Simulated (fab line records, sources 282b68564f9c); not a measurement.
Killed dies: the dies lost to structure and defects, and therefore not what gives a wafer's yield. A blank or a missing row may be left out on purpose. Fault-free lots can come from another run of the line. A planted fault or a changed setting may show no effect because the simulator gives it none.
Struck lot and sound lot, side by side | flow ritCmos | 28 steps out of a route of 202
Sound: these wafers, L695.1, L695.2, L695.3. The struck wafers were L703.2, L703.4, L703.5. At the end, the cause is stated.
Order at every step that has rows: each side's tool, ch and its chambers, its first start. Under that, the readings that differ: sound wafers | struck wafers | difference of the means | sigmas: that difference in standard deviations of wafers without a fault.
alike: readings whose means differ by less than 2 such deviations, and words and numbers that are the same on both sides. not compared: withheld readings, readings that some wafer has no value for, bounds like >300 that may hide the same value, and numbers for which the record gives no deviation and whose values overlap.
The two part at a step that has a row with sigmas, a row that says differs or no value, or rows on one side only. Numbers that have no deviation but don't overlap get no sigmas and don't part them. A reading missing from all wafers of one side parts the sides only when that side holds two or more wafers.

RIT_ACTIVE_BOW_MEAS_00:
  sound: filmMetro-04 at day 2 11:00; struck: filmMetro-04 at day 4 03:01
  alike: INCOMING_BOW
RIT_ACTIVE_OXIDATION_01: target thk 46.8 nm, ox time 3360 s.
  sound on furnace-02 ch 0, day 2 12:34; struck on furnace-04 ch 0, day 4 03:07
reading                                      | sound                | struck               | difference | sigmas
spikeTcCentreC (C)                           | 1001.9 1002.2 1003.1 | 960.5 959.3 962.2    | -41.7      | -35
spikeTcLoadC (C)                             | 1026 1025 1025       | 991 991 991          | -34        | -7
spikeTcSourceC (C)                           | 1019.2 1020.9 1020.8 | 985.7 983.9 984.4    | -35.6      | -16
tubeCenterTempC (C)                          | 1000 1000.1 1000     | 959.81 960.03 959.78 | -40.16     | -99 or more
tube_center_temp_C_max                       | 1002.7 1002.5 1002.3 | 961.8 962.5 963.0    | -40.1      | -95
model.SiO2_of_ACTIVE_OXIDATION_01.thkNm (nm) | 47.18 48.05 47.92    | 34.06 34.31 33.97    | -13.60     | 
RIT_ACTIVE_THK_MEAS_02:
  sound: filmMetro-03 at day 2 14:30; struck: filmMetro-04 at day 4 05:04
reading               | sound          | struck         | difference | sigmas
ACTIVE_OXIDE_THK (nm) | 47.2 48.1 47.9 | 34.0 34.3 34.0 | -13.6      | -16
then, 1 step without rows for these wafers: RIT_ACTIVE_CVD_03 (deposits Si3N4 from SiH2Cl2/NH3, target thk 150 nm, time 1500 s).
RIT_ACTIVE_THK_MEAS_04:
  sound: filmMetro-03 at day 2 15:59; struck: filmMetro-02 at day 4 06:32
  alike: ACTIVE_NITRIDE_THK
then, 6 steps without rows for these wafers: RIT_ACTIVE_HMDS_05 (prime time 60 s); RIT_ACTIVE_COAT_06 (resist thk 984.4 nm); RIT_ACTIVE_SOFTBAKE_07 (time 60 s); RIT_ACTIVE_EXPOSE_08 (exposes mask M1, target cd 1400 nm); RIT_ACTIVE_PEB_09; RIT_ACTIVE_DEVELOP_10 (develop time 50 s).
RIT_ACTIVE_CD_MEAS_11 targets a cd of 1400 nm.
  sound: cdSem-02 at day 2 17:01; struck: cdSem-01 at day 4 07:35
reading   | sound                | struck               | difference | sigmas
cdNm (nm) | 1401.2 1399.9 1402.6 | 1394.3 1395.5 1392.6 | -7.1       | -3
then, 1 step without rows for these wafers: RIT_ACTIVE_HARDBAKE_12 (time 60 s).
RIT_ACTIVE_ETCH_13: etches Si3N4 in SF6, stops on SiO2, time 210 s, target depth 210 nm.
  sound on rieDiel-03 ch 0,1,3, day 2 17:17; struck on rieDiel-04 ch 1,2,3, day 4 07:50
  alike: drypumpMotorCurrentA, oesProductAu, throttleValvePct
  not compared: rfHoursCounterH
RIT_ACTIVE_STRIP_14: strips in O2, time 180 s.
  sound on plasmaAsher-02 ch 0,1, day 2 17:25; struck on plasmaAsher-02 ch 0, day 4 07:58
  alike: drypumpMotorCurrentA
  not compared: rfHoursCounterH
RIT_ACTIVE_CD_MEAS_90 targets a cd of 1400 nm.
  sound: cdSem-01 at day 2 17:35; struck: cdSem-02 at day 4 08:10
reading   | sound                | struck               | difference | sigmas
cdNm (nm) | 1401.0 1400.2 1402.9 | 1394.2 1395.5 1392.8 | -7.2       | -3
then, 4 steps without rows for these wafers: RIT_ACTIVE_CLEAN_15 (cleans in SC1, time 600 s); RIT_ACTIVE_CLEAN_16 (cleans in dHF, time 30 s); RIT_ACTIVE_CLEAN_17 (cleans in SC2, time 600 s); RIT_FOX1_OXIDATION_00 (target thk 350.7 nm, ox time 1130 s).
RIT_FOX1_THK_MEAS_01:
  sound: filmMetro-02 at day 2 19:25; struck: filmMetro-01 at day 4 09:58
  alike: FOX1_OXIDE_THK
then, 2 steps without rows for these wafers: RIT_FOX1_WET_ETCH_02 (etches SiO2 in BOE, target depth 350 nm, time 390 s); RIT_FOX2_OXIDATION_00 (target thk 350.7 nm, ox time 1130 s).
RIT_FOX2_THK_MEAS_01:
  sound: filmMetro-01 at day 2 20:56; struck: filmMetro-04 at day 4 11:28
  alike: FOX2_OXIDE_THK
then, 1 step without rows for these wafers: RIT_FOX2_CLEAN_02 (cleans in dHF, time 180 s).
RIT_FOX2_WET_ETCH_03: etches Si3N4 in H3PO4, target depth 195 nm, time 2700 s.
  sound on wetBench-03 ch 3, day 2 21:02; struck on wetBench-04 ch 1, day 4 11:34
reading                                      | sound             | struck            | difference | sigmas
model.SiO2_of_ACTIVE_OXIDATION_01.thkNm (nm) | 41.84 42.62 42.52 | 29.72 30.42 29.12 | -12.57     | 
  alike: bathGuardTempC
RIT_FOX2_THK_MEAS_90:
  sound: filmMetro-04 at day 2 21:52; struck: filmMetro-01 at day 4 12:20
  alike: FIELD_OXIDE_LEFT_1_THK
RIT_M1_PROBE_99:
  sound: prober-02 at day 4 11:10; struck: prober-01 at day 6 01:22
reading                           | sound             | struck            | difference | sigmas
model.etest.pldd.widthNm (nm)     | 3187 3167 3164    | 3278 3303 3287    | +117       | 
model.etest.nldd.widthNm (nm)     | 3186 3173 3166    | 3288 3279 3289    | +110       | 
model.etest.pplusSal.widthNm (nm) | 3475 3427 3453    | 3536 3537 3540    | +86        | 
model.etest.nplusSal.widthNm (nm) | 3452 3422 3450    | 3547 3526 3515    | +88        | 
model.etest.nmos_0p3.rOnOhmUm     | 2224 2188 2237    | 2063 2086 2033    | -156       | 
model.etest.nmosNarrow.driveUaUm  | 221.2 217.6 217.4 | 262.8 261.2 267   | +44.9      | 
model.etest.pmosNarrow.driveUaUm  | 98.45 98.41 96.67 | 116.8 117.9 119.1 | +20.1      | 
model.etest.nmos_0p3.driveUaUm    | 216.3 218.5 218.2 | 232.7 234.8 239.3 | +17.9      | 
  alike: killedAtContacts, killedAtFrontEnd, killedDies, killedOpen, killedShort

## WHERE THEY PART
Last at RIT_ACTIVE_CD_MEAS_90 as far as this record goes, first at RIT_ACTIVE_OXIDATION_01. Later steps at which nothing parts them and some readings are alike: RIT_FOX1_THK_MEAS_01, RIT_FOX2_THK_MEAS_01, RIT_FOX2_WET_ETCH_03, RIT_FOX2_THK_MEAS_90, RIT_M1_PROBE_99.

WHY: whatever the simulator had introduced
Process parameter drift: furnace-04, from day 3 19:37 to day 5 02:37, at RIT_ACTIVE_OXIDATION_01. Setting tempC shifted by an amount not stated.
